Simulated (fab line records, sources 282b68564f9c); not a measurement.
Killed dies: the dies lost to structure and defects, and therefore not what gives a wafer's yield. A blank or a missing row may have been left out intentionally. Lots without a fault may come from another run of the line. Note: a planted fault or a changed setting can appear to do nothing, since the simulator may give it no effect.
Which tool did it?	flow rit_cmos	Sampling: 7 lots, 21 wafers, 2 of 202 route steps

WHAT THE GAUGES READ, wafer by wafer
RIT_M1_CD_MEAS_90: the cd target is 2600 nm.
lot	measured	on	cd_nm (nm)
L510	day 3 16:10	cd_sem-02	2603 2602 2604
L513	day 4 09:19	cd_sem-02	2598 2599 2600
L517	day 5 04:59	cd_sem-02	2600 2602 2601
L520	day 5 17:30	cd_sem-02	2600 2602 2600
L522	day 6 01:44	cd_sem-02	2601 2601 2605
L525	day 6 20:51	cd_sem-02	2599 2599 2599
L531	day 8 03:04	cd_sem-02	2602 2602 2603

WHICH TOOL RAN EACH LOT (tool, then ch and the chambers of the sampled wafers, then the start)
lot	RIT_M1_METAL_ETCH_12
L510	rie_metal-02 ch 0,1, day 3 15:39
L513	rie_metal-02 ch 0, day 4 08:48
L517	rie_metal-01 ch 0,1, day 5 04:29
L520	rie_metal-01 ch 0,1, day 5 16:59
L522	rie_metal-02 ch 0,1, day 6 01:14
L525	rie_metal-01 ch 0,1, day 6 20:21
L531	rie_metal-02 ch 0,1, day 8 02:32
- RIT_M1_METAL_ETCH_12: etches Al in Cl2/BCl3, stops on SiO2, time 165 s, target depth 600 nm.

THE ANSWER, worked out from the rows above alone
Rule: what is usual is taken from the lots themselves. The widest of any qualifying gaps counts: lots, ordered by their means at a reading, are off when they make up no more than a third of the lots, leave a main group of 4 or more, and stand apart from it by 3 or more times the standard deviation of that group's means. Not used: any main group whose means are identical at the precision the tables above print for the reading. Also off: a lot with no number at a reading for which 4 or more lots have one. Any other lot the step has rows for is counted as sound.
No lot is off on any of the readings shown, so nothing can be concluded from this.

WHAT HAD BEEN PUT IN BY THE SIMULATOR
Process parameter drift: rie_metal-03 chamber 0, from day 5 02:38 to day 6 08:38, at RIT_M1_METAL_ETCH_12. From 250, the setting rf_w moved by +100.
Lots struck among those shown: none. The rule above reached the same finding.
